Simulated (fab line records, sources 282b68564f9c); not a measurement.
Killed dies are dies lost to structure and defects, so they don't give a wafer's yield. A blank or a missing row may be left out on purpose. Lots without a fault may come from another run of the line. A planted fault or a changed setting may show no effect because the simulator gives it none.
Which tool did it? | flow rit_cmos | 14 lots, 42 wafers sampled, at 4 steps of a route of 202

WHAT THE GAUGES READ, wafer by wafer
RIT_ACTIVE_CD_MEAS_11: target cd 1400 nm.
lot  | measured    | on        | cd_nm (nm)
L374 | day 1 20:16 | cd_sem-01 | 1402.3 1401.2 1403.2
L375 | day 2 02:46 | cd_sem-01 | 1401.0 1401.7 1402.9
L376 | day 2 05:41 | cd_sem-02 | 1400.0 1401.2 1402.2
L377 | day 2 12:03 | cd_sem-01 | 1402.7 1403.5 1402.2
L380 | day 3 01:34 | cd_sem-02 | 1398.4 1397.2 1398.2
L381 | day 3 07:32 | cd_sem-02 | 1404.4 1403.5 1403.2
L385 | day 4 03:09 | cd_sem-01 | 1404.4 1402.0 1402.7
L388 | day 4 17:26 | cd_sem-02 | 1400.9 1404.2 1401.3
L390 | day 5 03:35 | cd_sem-01 | 1402.5 1402.5 1402.5
L391 | day 5 08:34 | cd_sem-01 | 1398.5 1398.4 1397.5
L393 | day 5 18:36 | cd_sem-01 | 1401.9 1403.9 1404.2
L394 | day 5 23:26 | cd_sem-01 | 1399.2 1398.5 1401.2
L395 | day 6 04:34 | cd_sem-01 | 1402.3 1405.0 1404.0
L396 | day 6 09:36 | cd_sem-01 | 1402.7 1401.2 1401.7

RIT_NLDD_OVL_MEAS_06.
lot  | measured    | on         | NLDD_OVL (nm)
L374 | day 3 02:38 | overlay-01 | -0.3 2.1 -0.1
L375 | day 3 07:39 | overlay-02 | -1.4 -1.7 -1.2
L376 | day 3 11:39 | overlay-01 | 1.2 1.5 2.8
L377 | day 3 14:37 | overlay-02 | -0.1 0.9 0.0
L380 | day 4 06:16 | overlay-02 | -0.6 1.4 -0.3
L381 | day 4 10:40 | overlay-01 | 2.2 0.0 0.9
L385 | day 5 06:02 | overlay-01 | -0.4 -0.8 -1.9
L388 | day 5 20:17 | overlay-01 | 0.5 1.7 0.6
L390 | day 6 06:25 | overlay-01 | 0.9 -0.9 0.1
L391 | day 6 10:45 | overlay-01 | 0.1 -0.5 0.3
L393 | day 6 22:29 | overlay-02 | 0.1 1.0 0.0
L394 | day 7 03:17 | overlay-01 | 3.3 4.9 3.9
L395 | day 7 07:57 | overlay-02 | 1.4 -1.0 -0.6
L396 | day 7 13:10 | overlay-02 | 0.3 2.4 3.0

RIT_CONTACT_CD_MEAS_08: target cd 1000 nm.
lot  | measured    | on        | cd_nm (nm)
L374 | day 3 13:40 | cd_sem-02 | 998.4 996.4 999.3
L375 | day 3 18:29 | cd_sem-01 | 999.8 999.3 997.2
L376 | day 3 21:55 | cd_sem-02 | 997.1 998.5 997.8
L377 | day 4 01:39 | cd_sem-01 | 998.7 1001.1 997.2
L380 | day 4 16:17 | cd_sem-02 | 998.4 999.8 998.4
L381 | day 4 21:22 | cd_sem-01 | 998.4 999.3 998.5
L385 | day 5 16:33 | cd_sem-01 | 998.9 997.2 997.1
L388 | day 6 08:11 | cd_sem-01 | 999.2 1000.1 1000.8
L390 | day 6 17:02 | cd_sem-02 | 1000.6 997.9 999.5
L391 | day 6 21:11 | cd_sem-01 | 1000.7 1002.5 1001.6
L393 | day 7 08:50 | cd_sem-01 | 996.3 994.1 997.0
L394 | day 7 13:32 | cd_sem-01 | 998.9 1000.3 997.7
L395 | day 7 18:02 | cd_sem-01 | 998.8 999.5 1000.3
L396 | day 7 23:34 | cd_sem-01 | 997.1 998.5 1000.1

WHICH TOOL RAN EACH LOT (tool, then ch and the chambers of the sampled wafers, then the start)
lot  | RIT_NSD_EXPOSE_03
L374 | iline_stepper-02 ch 0, day 3 08:28
L375 | iline_stepper-01 ch 0, day 3 13:17
L376 | iline_stepper-01 ch 0, day 3 16:36
L377 | iline_stepper-02 ch 0, day 3 20:40
L380 | iline_stepper-01, day 4 11:13
L381 | iline_stepper-02, day 4 16:02
L385 | iline_stepper-02 ch 0, day 5 11:22
L388 | iline_stepper-02 ch 0, day 6 02:44
L390 | iline_stepper-01 ch 0, day 6 11:31
L391 | iline_stepper-01 ch 0, day 6 15:52
L393 | iline_stepper-01 ch 0, day 7 03:41
L394 | iline_stepper-02 ch 0, day 7 08:20
L395 | iline_stepper-01 ch 0, day 7 13:01
L396 | iline_stepper-02 ch 0, day 7 18:38
- RIT_NSD_EXPOSE_03: exposes mask M9, target cd 40700 nm.

WHAT THE TOOLS THEMSELVES READ (means of the sampled wafers that have a number; where no wafer has one, the mark that the record gives instead)
RIT_NSD_EXPOSE_03.
lot  | tool             | exposure_dose_mJ_cm2 | focus_offset_nm (nm)
L374 | iline_stepper-02 | 249.94               | -0.3
L375 | iline_stepper-01 | 249.70               | 0.3
L376 | iline_stepper-01 | 250.12               | 1.0
L377 | iline_stepper-02 | 249.79               | 0.3
L380 | iline_stepper-01 | -                    | -
L381 | iline_stepper-02 | -                    | -
L385 | iline_stepper-02 | 249.82               | -0.3
L388 | iline_stepper-02 | 250.10               | 0.3
L390 | iline_stepper-01 | 249.91               | 0.5
L391 | iline_stepper-01 | 249.94               | -0.2
L393 | iline_stepper-01 | 249.79               | 0.8
L394 | iline_stepper-02 | 250.02               | -0.1
L395 | iline_stepper-01 | 250.04               | 0.7
L396 | iline_stepper-02 | 249.85               | -0.1

THE ANSWER, worked out from the rows above alone
Rule: what is usual is taken from the lots themselves. Put in order of their means at a reading, lots are off if they are a third of the lots or fewer, leave a main group of 4 or more, and stand apart from it by a gap of 3 or more times the standard deviation of the main group's means; of several such gaps the widest counts. A main group whose means are all the same, to the digits that the tables above print for the reading, isn't used. A lot without any number at a reading at which 4 lots or more have one is off too. The other lots that the step has rows for count as sound. The gauges are gone through in route order, then the tools' own readings, and for those a lot's mean is taken as printed above. The first step at which some lot is off is used, and at that step the reading that is off furthest; a lot without a number counts as furthest.
Off: L380, L381, at RIT_NSD_EXPOSE_03 (exposure_dose_mJ_cm2). Without a number there: L380, L381. The main group: mean 249.92, standard deviation 0.13.
A tool fits if, at that step or a process step before it, it ran every lot that is off, and no sound lot after the first of them. None of those tried fits.

WHAT THE SIMULATOR HAD PUT IN
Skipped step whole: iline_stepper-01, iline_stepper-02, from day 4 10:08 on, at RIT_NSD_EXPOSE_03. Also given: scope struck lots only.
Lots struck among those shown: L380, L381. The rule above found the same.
